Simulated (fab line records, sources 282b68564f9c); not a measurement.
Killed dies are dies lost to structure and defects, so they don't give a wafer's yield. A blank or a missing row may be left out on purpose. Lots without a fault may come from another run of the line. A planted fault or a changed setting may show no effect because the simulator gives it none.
One fault seen from 2 desks | flow rit_cmos | each desk has only its own numbers; what lay behind them comes last

THE TOOL OWNER'S DESK: rie_diel-04
The tool's own readings at RIT_ACTIVE_ETCH_13 (etches Si3N4 in SF6, stops on SiO2, time 210 s, target depth 210 nm): means of the sampled wafers that have a number, for each lot that ran on this tool. A lot is out of limits, marked OUT, if its mean lies more than 4 standard deviations from the usual mean; the brackets give that distance.
Columns: A = drypump_motor_current_A at RIT_ACTIVE_ETCH_13, usual 5.7 A; B = oes_product_au at RIT_ACTIVE_ETCH_13, usual 0.832 a.u.; C = run_length_s at RIT_ACTIVE_ETCH_13, usual 238.3 s; D = throttle_valve_pct at RIT_ACTIVE_ETCH_13, usual 7.49 %
lot  | first seen here | A   | B                | C                       | D
L618 | day 3 13:57     | 5.5 | 0.837            | 238.1                   | 7.43
L621 | day 4 05:31     | 5.6 | 0.726 (-7.6) OUT | 300.9 (+99 or more) OUT | 7.41
L623 | day 4 15:02     | 5.7 | 0.714 (-8.4) OUT | 301.0 (+99 or more) OUT | 7.40
This desk's finding: out of limits on L621, L623; first on L621, day 4 05:31 (oes_product_au at RIT_ACTIVE_ETCH_13). In limits: L618.

THE METROLOGY DESK
What the gauges read, lot by lot, whatever tool the lot ran on: means of the sampled wafers that have a number. A lot is out of limits, marked OUT, if its mean lies more than 4 standard deviations from the usual mean; the brackets give that distance.
Columns: A = ACTIVE_OXIDE_THK at RIT_ACTIVE_THK_MEAS_02, usual 46.1 nm; B = ACTIVE_NITRIDE_THK at RIT_ACTIVE_THK_MEAS_04, usual 153.9 nm; C = cd_nm at RIT_ACTIVE_CD_MEAS_11, usual 1400.3 nm; D = cd_nm at RIT_ACTIVE_CD_MEAS_90, usual 1400.4 nm; E = FOX1_OXIDE_THK at RIT_FOX1_THK_MEAS_01, usual 349 nm; F = FOX2_OXIDE_THK at RIT_FOX2_THK_MEAS_01, usual 348 nm; G = FIELD_OXIDE_LEFT_1_THK at RIT_FOX2_THK_MEAS_90, usual 321 nm
lot  | first seen here | A    | B     | C      | D      | E   | F   | G
L615 | day 2 19:16     | 45.1 | 151.1 | 1401.7 | 1401.5 | 353 | 361 | 334
L618 | day 3 10:35     | 45.0 | 155.8 | 1393.3 | 1393.5 | 350 | 343 | 315
L621 | day 4 02:52     | 47.3 | 154.4 | 1403.4 | 1403.0 | 350 | 340 | 314
L623 | day 4 12:15     | 44.3 | 154.5 | 1402.9 | 1402.7 | 353 | 350 | 323
L626 | day 5 05:50     | 45.9 | 152.6 | 1401.8 | 1401.9 | 347 | 348 | 320
L628 | day 5 11:28     | 46.2 | 154.2 | 1398.4 | 1398.5 | 350 | 343 | 316
This desk's finding: nothing out of limits on any of the 6 lots.

PUT TOGETHER
The tool owner's desk could have raised an alarm at day 4 05:31, on L621, L623.
The metrology desk saw nothing out of limits.
The metrology desk has L621, L623 on record, within its limits.
Of the lots named, all ran RIT_ACTIVE_ETCH_13 on rie_diel-04.

WHAT THE SIMULATOR HAD PUT IN
Process parameter drift: rie_diel-04, from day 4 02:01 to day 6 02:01, at RIT_ACTIVE_ETCH_13. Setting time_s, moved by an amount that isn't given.
Lots struck among those shown: L621, L623.
Hours from the fault's start to each desk's first reading out of limits: the tool owner's desk, 4.
